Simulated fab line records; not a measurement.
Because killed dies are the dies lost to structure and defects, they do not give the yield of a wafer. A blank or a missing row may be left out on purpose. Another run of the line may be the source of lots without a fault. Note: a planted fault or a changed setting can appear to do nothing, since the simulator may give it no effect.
A lot that was struck, set against a sound lot / flow rit_cmos / 23 out of 202 route steps
Sound: wafers L309.2, L309.5, L309.6. The struck wafers were L320.2, L320.3, L320.6. The cause comes at the end.
Each step with rows lists, per side, the tool, then ch with its chambers, then its first start. Under that, the readings that differ: sound wafers / struck wafers / difference of the means / sigmas: that difference in standard deviations of wafers without a fault.
alike: same words and numbers on both sides, and readings whose means sit less than 2 such deviations apart. not compared: any withheld reading, any reading some wafer has no value for, any bound like >300 that may hide the same value, and any number with overlapping values for which the record gives no deviation.
The two part at a step that has a row with sigmas, a row that says differs or no value, or rows on one side only. When numbers do not overlap yet have no deviation, they are printed without sigmas and do not part them. A reading that every wafer of one side lacks parts them only if that side has two wafers or more.

first, 2 steps without rows for these wafers: RIT_NRETRO_HARDBAKE_07 (time 120 s); RIT_NRETRO_IMPLANT_08.
RIT_NRETRO_STRIP_09: strips in O2, time 180 s.
  sound on plasma_asher-04 ch 0,1, day 4 12:18; struck on plasma_asher-04 ch 1, day 6 19:16
  alike: drypump_motor_current_A, o2_flow_sccm
  not compared: rf_hours_counter_h
RIT_NRETRO_TW_MEAS_10:
  sound on film_metro-01, day 4 12:29; struck on film_metro-04, day 6 19:27
reading=NRETRO_TW; sound=1041 1042 1040; struck=1054 1055 1059; difference=+15; sigmas=+2
then, 6 steps without rows for these wafers: RIT_PRETRO_HMDS_00 (prime time 60 s); RIT_PRETRO_COAT_01 (resist thk 1300 nm); RIT_PRETRO_SOFTBAKE_02 (time 60 s); RIT_PRETRO_EXPOSE_03 (exposes mask M5, target cd 43700 nm); RIT_PRETRO_PEB_04; RIT_PRETRO_DEVELOP_05 (develop time 68 s).
RIT_PRETRO_OVL_MEAS_06:
  sound on overlay-02, day 4 13:32; struck on overlay-01, day 6 20:31
  alike: PRETRO_OVL
then, 1 step without rows for these wafers: RIT_PRETRO_HARDBAKE_07 (time 120 s).
RIT_PRETRO_IMPLANT_08:
  sound on implanter-01 ch 0, day 4 13:51; struck on implanter-03 ch 0, day 6 20:49
reading=dose_ions_cm2; sound=1.2006e+13 1.1981e+13 1.199e+13; struck=8.027e+12 8.034e+12 8.054e+12; difference=-3.954e+12; sigmas=-99 or more
reading=faraday_current_uA; sound=38.2 39.0 38.5; struck=25.3 26.3 25.4; difference=-12.9; sigmas=-17
RIT_PRETRO_STRIP_09: strips in O2, time 180 s.
  sound on plasma_asher-01 ch 0,1, day 4 13:58; struck on plasma_asher-02 ch 1, day 6 20:56
  alike: drypump_motor_current_A, o2_flow_sccm
  not compared: rf_hours_counter_h
RIT_PRETRO_TW_MEAS_10:
  sound on film_metro-01, day 4 14:10; struck on film_metro-01, day 6 21:22
reading=PRETRO_TW; sound=475.5 475.6 472.5; struck=418.6 416.3 418.3; difference=-56.8; sigmas=-21
  not compared: hold
then, 4 steps without rows for these wafers: RIT_GATE_CLEAN_01 (cleans in SC1, time 600 s); RIT_GATE_CLEAN_02 (cleans in dHF, time 30 s); RIT_GATE_CLEAN_03 (cleans in SC2, time 600 s); RIT_GATE_CLEAN_04 (cleans in dHF, time 60 s).
RIT_FOX2_THK_MEAS_91:
  sound on film_metro-03, day 4 14:38; struck on film_metro-03, day 7 03:01
  alike: FIELD_OXIDE_LEFT_2_THK
RIT_GATE_OXIDATION_05: target thk 3 nm, ox time 270 s.
  sound on furnace-04 ch 0, day 4 14:41; struck on furnace-01 ch 0, day 7 03:18
  alike: spike_tc_centre_C
  not compared: model.SiO2_of_GATE_OXIDATION_05.thk_nm
then, 1 step without rows for these wafers: RIT_GATE_ANNEAL_06 (time 600 s).
RIT_M1_PROBE_99:
  sound on prober-02, day 5 17:48; struck on prober-02, day 8 08:35
reading=killed_at_M0_to_M3; sound=0 0 0; struck=1 0 0; difference=+0; sigmas=+2
  alike: killed_at_contacts, killed_at_front_end, killed_dies, killed_open, killed_short

## WHERE THEY PART
First at RIT_NRETRO_TW_MEAS_10; last, within this record, at RIT_M1_PROBE_99.

WHY: what had been put in by the simulator
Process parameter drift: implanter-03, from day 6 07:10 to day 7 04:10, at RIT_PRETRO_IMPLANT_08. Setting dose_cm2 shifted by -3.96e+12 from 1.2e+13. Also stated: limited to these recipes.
